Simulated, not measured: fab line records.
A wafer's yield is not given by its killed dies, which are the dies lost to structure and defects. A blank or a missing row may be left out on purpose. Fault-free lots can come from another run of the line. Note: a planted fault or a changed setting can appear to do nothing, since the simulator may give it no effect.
A lot that was struck, set against a sound lot | flow rit cmos | 18 out of 202 route steps
Sound: these wafers, L158.2, L158.4, L158.5. Wafers L174.1, L174.2, L174.3 were the ones struck. The cause is named last.
At each step with rows: each side's tool, then ch and its chambers, then its first start. Under that, the readings that differ: sound wafers | struck wafers | difference of the means | sigmas: that difference in standard deviations of wafers without a fault.
alike: same words and numbers on both sides, and readings whose means sit less than 2 such deviations apart. not compared: any withheld reading, any reading some wafer has no value for, any bound like >300 that may hide the same value, and any number with overlapping values for which the record gives no deviation.
The two part at a step that has a row with sigmas, a row that says differs or no value, or rows on one side only. Numbers that have no deviation but don't overlap get no sigmas and don't part them. A reading that every wafer of one side lacks parts them only if that side has two wafers or more.

first, 2 steps without rows for these wafers: RIT_NWELL_HARDBAKE_07 (time 120 s); RIT_NWELL_IMPLANT_08.
RIT_NWELL_STRIP_09: strips in O2, time 180 s.
  sound on plasma asher-01 ch 0,1, day 2 23:15; struck on plasma asher-04 ch 0,1, day 6 06:26
  alike: drypump motor current A
  not compared: rf hours counter h
RIT_NWELL_TW_MEAS_10:
  sound on film metro-02 at day 2 23:26; struck on film metro-02 at day 6 06:37
  alike: NWELL_TW
then, 6 steps without rows for these wafers: RIT_PWELL_HMDS_00 (prime time 60 s); RIT_PWELL_COAT_01 (resist thk 1300 nm); RIT_PWELL_SOFTBAKE_02 (time 60 s); RIT_PWELL_EXPOSE_03 (exposes mask M3, target cd 43700 nm); RIT_PWELL_PEB_04; RIT_PWELL_DEVELOP_05 (develop time 68 s).
RIT_PWELL_OVL_MEAS_06:
  sound on overlay-01 at day 3 00:38; struck on overlay-02 at day 6 07:40
  alike: PWELL_OVL
then, 1 step without rows for these wafers: RIT_PWELL_HARDBAKE_07 (time 120 s).
RIT_PWELL_IMPLANT_08:
  sound on implanter-03 ch 0, day 3 00:59; struck on implanter-03 ch 0, day 6 07:58
  reading            | sound                         | struck                        | difference | sigmas
  dose ions cm2      | 7.004e+13 6.995e+13 6.995e+13 | 4.507e+13 4.491e+13 4.498e+13 | -2.499e+13 | -99 or more
  faraday current uA | 225 219 223                   | 141 144 143                   | -80        | -19
  alike: beam on s
RIT_PWELL_STRIP_09: strips in O2, time 180 s.
  sound on plasma asher-03 ch 0,1, day 3 01:07; struck on plasma asher-04 ch 0,1, day 6 08:07
  alike: drypump motor current A
  not compared: rf hours counter h
RIT_PWELL_TW_MEAS_10:
  sound on film metro-04 at day 3 01:18; struck on film metro-02 at day 6 08:31
  reading  | sound       | struck      | difference | sigmas
  PWELL_TW | 964 966 961 | 827 822 819 | -141       | -17
  not compared: hold
RIT_WELLDRIVE_RS_MEAS_01: a four-point-probe measurement.
  sound on film metro-02 at day 3 06:28; struck on film metro-04 at day 6 15:38
  alike: NWELL_RS
RIT_WELLDRIVE_RS_MEAS_02: a four-point-probe measurement.
  sound on film metro-02 at day 3 06:35; struck on film metro-04 at day 6 16:02
  reading           | sound             | struck            | difference | sigmas
  PWELL_RS (ohm/sq) | 429.4 428.8 429.5 | 572.6 572.8 574.2 | +144.0     | +99 or more
  not compared: hold
RIT_M1_PROBE_99:
  sound wafers here have rows in the record (prober-02, day 4 10:58); struck ones have none

## WHERE THEY PART
At RIT_PWELL_IMPLANT_08 first; at RIT_M1_PROBE_99 last (within this record only).

WHY: what had been put in by the simulator
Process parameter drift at RIT_PWELL_IMPLANT_08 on implanter-03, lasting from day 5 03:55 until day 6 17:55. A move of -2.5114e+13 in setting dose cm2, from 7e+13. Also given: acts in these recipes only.
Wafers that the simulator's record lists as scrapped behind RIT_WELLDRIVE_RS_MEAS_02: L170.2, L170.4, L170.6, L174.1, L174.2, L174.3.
